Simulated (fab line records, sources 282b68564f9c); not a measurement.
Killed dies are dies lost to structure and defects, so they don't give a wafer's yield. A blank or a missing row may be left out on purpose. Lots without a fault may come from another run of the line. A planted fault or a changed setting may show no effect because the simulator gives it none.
One fault seen from 2 desks | flow rit_cmos | each desk has only its own numbers; what lay behind them comes last

THE TOOL OWNER'S DESK: rie_diel-02
The tool's own readings at RIT_ACTIVE_ETCH_13 (etches Si3N4 in SF6, stops on SiO2, time 210 s, target depth 210 nm): means of the sampled wafers that have a number, for each lot that ran on this tool. A lot is out of limits, marked OUT, if its mean lies more than 4 standard deviations from the usual mean; the brackets give that distance.
Columns: A = chamber_pressure_mTorr at RIT_ACTIVE_ETCH_13, usual 259.99 mTorr; B = drypump_motor_current_A at RIT_ACTIVE_ETCH_13, usual 5.7 A; C = oes_product_au at RIT_ACTIVE_ETCH_13, usual 0.818 a.u.; D = run_length_s at RIT_ACTIVE_ETCH_13, usual 238.3 s; E = throttle_valve_pct at RIT_ACTIVE_ETCH_13, usual 7.50 %
lot  | first seen here | A      | B   | C               | D                       | E
L631 | day 2 05:50     | 260.19 | 5.1 | 0.821           | 238.1                   | 7.54
L638 | day 3 16:43     | 259.85 | 5.2 | 0.819           | 238.6                   | 7.50
L639 | day 3 21:50     | 259.90 | 5.2 | 0.994 (+15) OUT | 183.4 (-99 or more) OUT | 7.51
L643 | day 4 17:45     | 260.02 | 5.5 | 0.989 (+14) OUT | 183.4 (-99 or more) OUT | 7.47
L644 | day 5 00:35     | 259.81 | 5.5 | 0.994 (+15) OUT | 183.3 (-99 or more) OUT | 7.48
This desk's finding: out of limits on L639, L643, L644; first on L639, day 3 21:50 (oes_product_au at RIT_ACTIVE_ETCH_13). In limits: L631, L638.

THE METROLOGY DESK
What the gauges read, lot by lot, whatever tool the lot ran on: means of the sampled wafers that have a number. A lot is out of limits, marked OUT, if its mean lies more than 4 standard deviations from the usual mean; the brackets give that distance.
Columns: A = ACTIVE_OXIDE_THK at RIT_ACTIVE_THK_MEAS_02, usual 48.1 nm; B = ACTIVE_NITRIDE_THK at RIT_ACTIVE_THK_MEAS_04, usual 149.5 nm; C = cd_nm at RIT_ACTIVE_CD_MEAS_11, usual 1399.9 nm
lot  | first seen here | A    | B     | C
L631 | day 2 03:03     | 48.3 | 150.1 | 1402.1
L638 | day 3 14:03     | 49.1 | 149.9 | 1400.9
L639 | day 3 19:03     | 46.6 | 148.6 | 1399.6
L643 | day 4 15:07     | 48.2 | 148.7 | 1399.6
L644 | day 4 21:09     | 48.3 | 151.7 | 1399.6
L648 | day 5 16:03     | 48.8 | 149.4 | 1398.6
L649 | day 5 22:14     | 47.9 | 149.1 | 1403.6
This desk's finding: nothing out of limits on any of the 7 lots.

PUT TOGETHER
The tool owner's desk could have raised an alarm at day 3 21:50, on L639, L643, L644.
The metrology desk saw nothing out of limits.
The metrology desk has L639, L643, L644 on record, within its limits.
Of the lots named, all ran RIT_ACTIVE_ETCH_13 on rie_diel-02.

WHAT THE SIMULATOR HAD PUT IN
Process parameter drift: rie_diel-02, from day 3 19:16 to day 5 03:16, at RIT_ACTIVE_ETCH_13. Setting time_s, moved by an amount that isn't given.
Lots struck among those shown: L639, L643, L644.
Hours from the fault's start to each desk's first reading out of limits: the tool owner's desk, 3.
